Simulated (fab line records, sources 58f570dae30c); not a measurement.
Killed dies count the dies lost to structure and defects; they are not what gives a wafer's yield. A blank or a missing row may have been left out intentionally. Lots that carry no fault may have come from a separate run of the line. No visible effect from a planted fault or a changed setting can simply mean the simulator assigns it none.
fab line records -- flow berkeleyCmos170 -- part 2 of 2: steps 36 to 46 of 46
record: lots: 5, wafers: 15, lastDay: 11
route steps=331 shown ZERO@12 NWELL@14 PWELL@34 WELLDRIVE@55
lots untouched by any fault: they come from a run of this same line in which no faults occurred
startH: start of the lot's first displayed wafer, in hours after the record's first day -- waitH: how many hours have passed since the lot's step before this one -- " identical to the entry in the row above -- L1.1+2: one row covering several wafers at once -- - no value, or no start was given -- * or withheld: withheld -- < > ~ a bound
route shown NAME@n: NAME is a module with steps in the file, n the number in the route of the first one -- usual: mean/standard deviation of fault-free wafers -- same: alike in all rows -- chamber/n: place in a boat -- sites: per-site readings -- _std_site: how widely they spread, as a standard deviation -- _edge_site: mean of outer sites minus mean of inner sites -- radiusMm: how far each site lies from the wafer's centre -- mask NAME#n: copy n -- behind: the tool/chamber that last shaped the wafer -- hold: why the lot was held/for how many hours/how that ended -- device: whichever transistor did not switch (one of n, p or np) -- end of line: the same wafers' tests at the end of the route -- a step without rows: its recipe alone -- killed: count of dies lost to structure and defects at first sort (not the wafer's yield) -- map: dies across one wafer; x = killed, . = not, _ = none there
set.NAME: the setting the step ran with; set.NAME@STEP: the setting that earlier step ran with -- model.NAME: the simulator's own value behind a step, which no gauge read
a table for each step, a row for each wafer; lots at some steps of the route
services: when a tool's chamber went out of use (startH, in hours from the record's first day, below 0 if earlier), for how many hours, and the reason
== steps ==
step: UCB170_PWELL_OVL_MEAS_13
usual: PWELL_OVL: -1/5.2
lot.wafer,tool,chamber,startH,waitH,PWELL_OVL[nm]
L081.1,overlay-02,-,85.89,-,-8
L081.3,overlay-02,-,85.89,-,-1
L081.5,overlay-02,-,85.89,-,0
L080.1,overlay-02,-,86.01,-,-1
L080.2,overlay-02,-,86.01,-,10
L080.3,overlay-02,-,86.01,-,9
L091.1,overlay-01,-,129.70,-,3
L091.2,overlay-01,-,129.70,-,4
L091.5,overlay-01,-,129.70,-,1
L090.3,overlay-02,-,129.72,-,-2
L090.4,overlay-02,-,129.72,-,1
L090.6,overlay-02,-,129.72,-,0
L096.1,overlay-02,-,153.78,-,3
L096.2,overlay-02,-,153.78,-,6
L096.4,overlay-02,-,153.78,-,4
step: UCB170_PWELL_ETCH_14
recipe: chemistry: CH3F/Ar/O2, target: Si3N4, stopOn: SiO2, CH3F_flow_sccm: 20, Ar_flow_sccm: 50, O2_flow_sccm: 7, pressureMtorr: 50, rfW: 450, targetDepthA: 2420, overEtchFrac: 0.1, timeS: 151
usual: drypumpMotorCurrentA: 5.8/0.45, oesProductAu: 0.950/0.015, throttleValvePct: 7.95/0.1
lot.wafer,tool,chamber,startH,waitH,drypumpMotorCurrentA,oesProductAu,rfHoursCounterH,throttleValvePct
L081.1,rieDiel-01,1,85.93,0.0,5.9,0.948,133,8.08
L081.3,rieDiel-01,2,85.93,0.0,5.1,0.956,15,7.98
L081.5,rieDiel-01,3,85.93,0.0,5.5,0.931,-,7.97
L080.1,rieDiel-04,3,86.05,0.0,6.1,0.946,24,8.04
L080.2,rieDiel-04,1,86.05,0.0,6.7,0.930,81,7.81
L080.3,rieDiel-04,0,86.05,0.0,5.4,0.922,2,8.19
L091.1,rieDiel-01,0,129.73,0.0,5.8,0.960,75,7.98
L091.2,rieDiel-01,1,129.73,0.0,5.9,0.951,135,8.08
L091.5,rieDiel-01,1,129.73,0.0,5.8,0.952,-,8.07
L090.3,rieDiel-03,2,129.74,0.0,5.4,0.964,158,7.95
L090.4,rieDiel-03,0,129.74,0.0,6.7,0.951,8,7.85
L090.6,rieDiel-03,2,129.74,0.0,5.4,0.956,-,7.95
L096.1,rieDiel-01,0,153.82,0.0,5.8,0.948,76,7.97
L096.2,rieDiel-01,3,153.82,0.0,5.5,0.935,76,7.96
L096.4,rieDiel-01,1,153.82,0.0,5.9,0.951,136,8.06
step: UCB170_PWELL_IMPLANT_15
recipe: species: B, doseCm2: 5e+12, energyKev: 61.15, tiltDeg: 7
usual: doseIonsCm2: 4.998e+12/4.7e+09
lot.wafer,tool,chamber,startH,waitH,doseIonsCm2
L081.1,implanter-02,0,86.03,0.1,5.001e+12
L081.3,implanter-02,0,86.03,0.1,4.996e+12
L081.5,implanter-02,0,86.03,0.1,5e+12
L080.1,implanter-04,0,86.15,0.1,5.006e+12
L080.2,implanter-04,0,86.15,0.1,5.006e+12
L080.3,implanter-04,0,86.15,0.1,5e+12
L091.1,implanter-04,0,129.83,0.1,4.995e+12
L091.2,implanter-04,0,129.83,0.1,4.997e+12
L091.5,implanter-04,0,129.83,0.1,4.995e+12
L090.3,implanter-02,0,129.89,0.1,4.995e+12
L090.4,implanter-02,0,129.89,0.1,4.992e+12
L090.6,implanter-02,0,129.89,0.1,5.001e+12
L096.1,implanter-03,0,153.92,0.1,4.994e+12
L096.2,implanter-03,0,153.92,0.1,4.997e+12
L096.4,implanter-03,0,153.92,0.1,4.997e+12
step: UCB170_PWELL_STRIP_16
recipe: chemistry: O2, powerW: 400, pressureMtorr: 3500, platenTempC: withheld, o2FlowSccm: 400, overashFraction: 0.5
usual: drypumpMotorCurrentA: 5.5/0.45, oesProductAu: 0.721/0.0046, stripTimeToEndpointS: 18.12/0.071
lot.wafer,tool,chamber,startH,waitH,drypumpMotorCurrentA,oesProductAu,rfHoursCounterH,stripTimeToEndpointS
L081.1,plasmaAsher-01,1,86.18,0.1,5.6,0.719,38,18.18
L081.3,plasmaAsher-01,0,86.18,0.1,5.2,0.726,-,18.19
L081.5,plasmaAsher-01,1,86.18,0.1,5.5,0.723,-,18.14
L080.1,plasmaAsher-04,0,86.30,0.1,6.4,0.724,38,18.01
L080.2,plasmaAsher-04,1,86.30,0.1,6.1,0.727,38,18.17
L080.3,plasmaAsher-04,0,86.30,0.1,6.4,0.724,-,18.06
L091.1,plasmaAsher-01,0,129.98,0.1,5.1,0.715,44,18.12
L091.2,plasmaAsher-01,1,129.98,0.1,5.6,0.716,44,18.28
L091.5,plasmaAsher-01,0,129.98,0.1,5.1,0.718,-,18.20
L090.3,plasmaAsher-02,0,130.08,0.2,5.7,0.719,-,18.10
L090.4,plasmaAsher-02,1,130.08,0.2,5.0,0.721,-,18.12
L090.6,plasmaAsher-02,1,130.08,0.2,5.0,0.719,-,18.22
L096.1,plasmaAsher-02,1,154.07,0.1,5.0,0.721,36,18.10
L096.2,plasmaAsher-02,0,154.07,0.1,5.7,0.719,36,18.09
L096.4,plasmaAsher-02,1,154.07,0.1,5.0,0.717,-,18.19
step: UCB170_PWELL_TW_MEAS_17
usual: PWELL_TW: 382.4/1.9
lot.wafer,tool,chamber,startH,waitH,PWELL_TW
L081.1,filmMetro-03,-,86.28,0.1,383.0
L081.3,filmMetro-03,-,86.28,0.1,383.6
L081.5,filmMetro-03,-,86.28,0.1,383.8
L080.1,filmMetro-04,-,86.40,0.1,382.9
L080.2,filmMetro-04,-,86.40,0.1,383.5
L080.3,filmMetro-04,-,86.40,0.1,383.9
L091.1,filmMetro-03,-,130.09,0.1,383.6
L091.2,filmMetro-03,-,130.09,0.1,384.2
L091.5,filmMetro-03,-,130.09,0.1,382.2
L090.3,filmMetro-04,-,130.17,0.1,383.1
L090.4,filmMetro-04,-,130.17,0.1,383.9
L090.6,filmMetro-04,-,130.17,0.1,381.1
L096.1,filmMetro-03,-,154.17,0.1,383.0
L096.2,filmMetro-03,-,154.17,0.1,380.1
L096.4,filmMetro-03,-,154.17,0.1,382.3
step: UCB170_PWELL_CLEAN_18
recipe: chemistry: SPM, tempC: 120, timeS: 600
lot.wafer,tool,chamber,startH,waitH
L081.1+3+5,wetBench-02,0,86.34,0.1
L080.1+2+3,wetBench-03,2,86.46,0.1
L090.3+4+6,wetBench-02,3,133.10,2.9
L091.1+2+5,wetBench-02,2,133.10,3.0
L096.1+2+4,wetBench-02,2,157.02,2.8
step: UCB170_PWELL_WET_ETCH_19
recipe: chemistry: H3PO4, target: Si3N4, tempC: 160, timeS: 14400
lot.wafer,tool,chamber,startH,waitH
L081.1+3+5,wetBench-02,2,86.53,0.0
L080.1+2+3,wetBench-01,2,86.63,0.0
L090.3+4+6,wetBench-02,3,134.24,1.0
L091.1+2+5,wetBench-02,2,134.24,1.0
L096.1+2+4,wetBench-03,0,157.34,0.1
step: UCB170_PWELL_WET_ETCH_20
recipe: chemistry: BOE, dilution: 5:1, target: SiO2, tempC: 25, timeS: 22
lot.wafer,tool,chamber,startH,waitH
L081.1+3+5,wetBench-01,2,94.65,3.7
L080.1+2+3,wetBench-03,0,94.90,0.3
L090.3+4+6,wetBench-01,0,138.45,0.2
L091.1+2+5,wetBench-01,2,138.45,0.2
L096.1+2+4,wetBench-02,3,161.72,0.0
step: UCB170_WELLDRIVE_CLEAN_00
recipe: chemistry: SPM, tempC: 120, timeS: 600
lot.wafer,tool,chamber,startH,waitH
L081.1+3+5,wetBench-03,2,94.92,0.2
L080.1+2+3,wetBench-03,2,95.27,0.3
L090.3+4+6,wetBench-01,3,138.48,0.0
L091.1+2+5,wetBench-01,0,138.48,0.0
L096.1+2+4,wetBench-03,3,161.73,0.0
step: UCB170_WELLDRIVE_OXIDATION_01
recipe: tempC: 1100, ambient: O2, targetThkA: 1990, oxTimeS: 9000
same: oxTimeS: 9000
lot.wafer,tool,chamber,startH,waitH
L080.1+2+3,furnace-04,0,95.78,0.3
L081.1+3+5,furnace-04,0,95.78,0.7
L090.3+4+6,furnace-01,0,139.99,1.3
L091.1+2+5,furnace-01,0,139.99,1.3
L096.1+2+4,furnace-04,0,163.92,2.0
step: UCB170_WELLDRIVE_THK_MEAS_02
recipe: reads: SiO2_of_WELLDRIVE_OXIDATION_01
usual: WELLDRIVE_OXIDE_THK: 200/3.1
lot.wafer,tool,chamber,startH,waitH,WELLDRIVE_OXIDE_THK[nm]
L081.1,filmMetro-02,-,99.28,0.0,195
L081.3,filmMetro-02,-,99.28,0.0,197
L081.5,filmMetro-02,-,99.28,0.0,196
L080.1,filmMetro-03,-,99.31,0.0,202
L080.2,filmMetro-03,-,99.31,0.0,197
L080.3,filmMetro-03,-,99.31,0.0,202
L091.1,filmMetro-03,-,143.49,0.0,206
L091.2,filmMetro-03,-,143.49,0.0,203
L091.5,filmMetro-03,-,143.49,0.0,204
L090.3,filmMetro-02,-,143.51,0.0,203
L090.4,filmMetro-02,-,143.51,0.0,201
L090.6,filmMetro-02,-,143.51,0.0,204
L096.1,filmMetro-03,-,167.42,0.0,199
L096.2,filmMetro-03,-,167.42,0.0,203
L096.4,filmMetro-03,-,167.42,0.0,198
== services ==
tool,chamber,startH,hours,kind
rieDiel-03,-,31.42,2.4,repair
krfScanner-01,-,40.83,0.8,pm
rieDiel-03,-,43.60,0.3,repair
krfScanner-01,-,48.42,1.0,repair
furnace-01,-,52.42,3.8,pm
furnace-02,-,55.19,3.8,pm
krfScanner-01,-,55.31,0.1,repair
krfScanner-01,-,58.93,0.3,repair
rieDiel-01,2,63.02,1.9,repair
krfScanner-01,-,68.17,0.4,repair
furnace-03,-,71.86,9.9,repair
furnace-04,-,86.90,4.6,pm
krfScanner-02,-,88.47,0.8,pm
krfScanner-02,-,89.22,3.6,pm
furnace-01,-,92.33,3.3,pm
lpcvd-02,-,100.16,1.1,repair
rieDiel-01,-,102.55,0.5,repair
krfScanner-02,-,107.66,0.5,repair
furnace-03,-,113.06,3.0,pm
rieDiel-01,-,115.36,2.8,pm
lpcvd-02,-,124.39,2.8,pm
krfScanner-02,-,133.37,1.3,pm
furnace-03,-,133.86,3.8,pm
furnace-02,-,150.54,2.8,pm
